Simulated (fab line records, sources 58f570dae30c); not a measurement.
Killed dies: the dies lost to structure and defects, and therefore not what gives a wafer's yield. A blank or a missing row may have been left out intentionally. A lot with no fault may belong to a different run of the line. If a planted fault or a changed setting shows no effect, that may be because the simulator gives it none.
8D (eight disciplines) problem report, filled in by code ; flow berkeley cmos170 ; the parts of the form that need people (team, actions taken, sign-off) are left out

## 1. THE ISSUE
At UCB170_SILICIDE_RTA_04, wafer_temp_C_max averages 648.3 over 6 wafers from 2 lots, while fault-free wafers read 653.4, standard deviation 1.1. That is -4.6 standard deviations from the usual mean.
The step: time 15 s.
Seen first at day 10 18:45 on rtp anneal-02, wafer L866.1. Wafers with a number at this step in the record: 18, from 6 lots. The rule behind "out" and "out of limits": a value lying over 4 standard deviations away from the usual mean. The other wafers with a number count as sound.

## 2. WHAT IT IS AND WHAT IT IS NOT
question;is;is not
which readings at this step;wafer_temp_C_max;lamp power pct
which lots;L866, L868;L853, L861, L863, L867
which wafers of those lots;all that have a number;-
read on which tools;rtp anneal-02;rtp anneal-01
when;from day 10 18:45;"up to then (9 sound wafers); but 3 sound wafers of L867 came after"

## 3. SUSPECTS, AND WHAT RULES EACH OUT
Counting: a tool stays on the suspect list if, at a process step up to the reading, it processed all lots that are out and no sound lot following the first of them.
- rtp anneal-02 at UCB170_SILICIDE_RTA_04 (time 15 s): kept. All lots that are out passed through it, beginning with L866 at day 10 18:45, and no sound lot followed; its final sound lot before that point was L861 at day 10 16:41. Out on those wafers are its own readings of wafer_temp_C_max.
Remaining after the count: rtp anneal-02 at UCB170_SILICIDE_RTA_04.

## 4. THE CAUSE (what the simulator had put in)
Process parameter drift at UCB170_SILICIDE_RTA_04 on rtp anneal-02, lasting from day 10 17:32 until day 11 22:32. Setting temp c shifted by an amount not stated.
Only this tool survived the counting.

## 5. THE CHAIN OF EFFECTS, in route order
One row per reading whose mean, taken over the struck wafers that have a number, lies over 3 standard deviations from the usual. Readings are gone through only where the record gives a usual standard deviation; hours: the median, over the lots, of the time from a lot's start at the first step in this table giving one to that lot's start at this step; sigmas: the change measured in usual standard deviations.
hours;step;reading;usual;on struck wafers;change;sigmas
0;UCB170_SILICIDE_RTA_04;wafer_temp_C_max;653.4;648.3;-5.1;-4.6
Its process steps:
- UCB170_SILICIDE_RTA_04: time 15 s.

## 6. HOW IT WOULD HAVE BEEN CAUGHT EARLIER
In this record the first reading out of limits was taken at day 10 18:45, 1 hour after the fault began at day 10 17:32.
